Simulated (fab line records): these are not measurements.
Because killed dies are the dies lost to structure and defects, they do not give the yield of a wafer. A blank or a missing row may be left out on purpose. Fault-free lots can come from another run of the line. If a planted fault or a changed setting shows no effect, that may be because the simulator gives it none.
Split-lot trial | flow ritCmos | 23 wafers read from 5 lots, route of 202 steps

== ABOUT THE SPLIT ==
At RIT_GATE_DEVELOP_15 (develop time 50 s), the setting devTempC was moved away from the recipe's 23 C on 9 of the 23 wafers read, by -9.6% to +10.8%. The other wafers ran this setting at the recipe's value.

== FROM THE SPLIT TO THE READING: what the file shows between them, 11 steps ==
- RIT_PLDD_COAT_01: resist thk 1000 nm (also split here: resistThkNm)
- RIT_PLDD_SOFTBAKE_02: time 60 s
- RIT_PLDD_EXPOSE_03: exposes mask M8, target cd 40900 nm
- RIT_PLDD_DEVELOP_05: develop time 50 s
- RIT_PLDD_HARDBAKE_07: time 60 s
- RIT_PLDD_STRIP_09: strips in O2, time 180 s (also split here: o2FlowSccm)
- RIT_SPACER_CLEAN_00: cleans in SC1, time 600 s
- RIT_SPACER_CVD_03: deposits Si3N4 from SiH2Cl2/NH3, target thk 250 nm, time 3300 s
- RIT_SPACER_ETCHBACK_05: etches Si3N4 in SF6/CHF3, stops on SiO2, target depth 250 nm, time 240 s
- RIT_NSD_SOFTBAKE_02: time 60 s (also split here: tempC)
- RIT_NSD_IMPLANT_08 (also split here: doseCm2)

== THE READING ==
etest.npolyLine.lineOhmUm (the simulator's own value, which no gauge read), at RIT_M1_PROBE_99. No usual value for it is given in the file. Across the 14 wafers here that went through the recipe, the average is 164.9 and the standard deviation 2.8.

wafer  | tool, chamber at the split | devTempC as run, C | against the recipe | etest.npolyLine.lineOhmUm | against lot-mates on the recipe
L077.2 | lithoTrack-01, 0           | 20.79              | -9.6%              | 191.6                     | +24.6
L077.3 | lithoTrack-01, 0           | 20.79              | -9.6%              | 195.5                     | +28.5
L077.4 | lithoTrack-01, 0           | 20.79              | -9.6%              | 195.3                     | +28.3
L077.5 | lithoTrack-01, 0           | 23                 | recipe             | 165.9                     | -
L077.6 | lithoTrack-01, 0           | 23                 | recipe             | 168.1                     | -
L079.1 | lithoTrack-01, 0           | 23                 | recipe             | 165.2                     | -
L079.3 | lithoTrack-01, 0           | 23                 | recipe             | 166.8                     | -
L079.4 | lithoTrack-01, 0           | 21.67              | -5.8%              | 183.7                     | +17.7
L079.5 | lithoTrack-01, 0           | 21.67              | -5.8%              | 181.9                     | +15.9
L079.6 | lithoTrack-01, 0           | 21.67              | -5.8%              | 185.4                     | +19.4
L082.1 | lithoTrack-02, 0           | 23                 | recipe             | 165.3                     | -
L082.3 | lithoTrack-02, 0           | 23                 | recipe             | 168.4                     | -
L082.4 | lithoTrack-02, 0           | 23                 | recipe             | 167.2                     | -
L082.5 | lithoTrack-02, 0           | 23                 | recipe             | 166.1                     | -
L082.6 | lithoTrack-02, 0           | 23                 | recipe             | 164.2                     | -
L083.4 | lithoTrack-01, 0           | 23                 | recipe             | 165.2                     | -
L083.5 | lithoTrack-01, 0           | 23                 | recipe             | 165.5                     | -
L083.6 | lithoTrack-01, 0           | 23                 | recipe             | 159.7                     | -
L084.2 | lithoTrack-02, 0           | 25.48              | +10.8%             | 136.9                     | -23.9
L084.3 | lithoTrack-02, 0           | 25.48              | +10.8%             | 137.2                     | -23.6
L084.4 | lithoTrack-02, 0           | 23                 | recipe             | 163.4                     | -
L084.5 | lithoTrack-02, 0           | 23                 | recipe             | 158.2                     | -
L084.6 | lithoTrack-02, 0           | 25.48              | +10.8%             | 137.4                     | -23.4

FIT RESULTS
A straight line over all 23 wafers: etest.npolyLine.lineOhmUm changes by -2.83 for each +1% of devTempC; r = -0.99; the points scatter about the line by 2.7.
The same after taking each lot's own level away (the mean of its wafers on the recipe; 23 wafers): -2.53 for each +1%; r = -0.99; scatter 2.4.
According to that fit, moving devTempC by its largest amount changes the reading by 27.
Measured against the standard deviation above, the lots' own levels, which go from 160.80 to 167.00, span 2.2 times it.
Hence the slope depends on the lot-to-lot level, as the two fits are not the same.
Check: for one of the wafers moved furthest among these (+10.8%), held out of the fit, the line's prediction against its lot-mates is -26.6. Against them it came out at -23.9.

== OTHER SPLITS APPLIED TO THESE WAFERS ==
Before the reading, these wafers also passed through other splits. Each is held against what the fit with the lots' levels taken away leaves over:
other split on the same wafers  | wafers away from the commonest value | r with etest.npolyLine.lineOhmUm (lot level and that fit taken away)
RIT_ACTIVE_COAT_06 spinRpm      | 7                                    | +0.02
RIT_ACTIVE_SOFTBAKE_07 timeS    | 6                                    | +0.15
RIT_NWELL_COAT_01 resistThkNm   | 6                                    | -0.27
RIT_NWELL_IMPLANT_08 energyKev  | 4                                    | -0.18
RIT_PWELL_IMPLANT_08 doseCm2    | 6                                    | -0.10
RIT_NRETRO_IMPLANT_08 energyKev | 8                                    | +0.21
RIT_PRETRO_COAT_01 spinRpm      | 6                                    | -0.17
RIT_GATE_CVD_08 pressureMtorr   | 18                                   | +0.33
RIT_PLDD_COAT_01 resistThkNm    | 7                                    | -0.07
RIT_PLDD_STRIP_09 o2FlowSccm    | 8                                    | -0.03
RIT_NSD_SOFTBAKE_02 tempC       | 8                                    | +0.15
RIT_NSD_IMPLANT_08 doseCm2      | 4                                    | -0.20

== THE WHOLE CHAIN: every reading that the file lists as answering this split, in the file's order ==
step            | what it does | reading                                                                    | change (the file's fit)           | r (the file's)
RIT_M1_PROBE_99 |              | etest.nmos_0p3.rOnOhmUm (the simulator's own value, which no gauge read)   | +10.8 for each +1% of the setting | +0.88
RIT_M1_PROBE_99 |              | etest.pmos_0p3.rOnOhmUm (the simulator's own value, which no gauge read)   | +36.6 for each +1% of the setting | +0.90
RIT_M1_PROBE_99 |              | etest.npolyLine.lineOhmUm (the simulator's own value, which no gauge read) | -2.55 for each +1% of the setting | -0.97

== THE FILE'S OWN FIT ==
etest.npolyLine.lineOhmUm changes by -2.55 for each +1% of devTempC, r = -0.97.
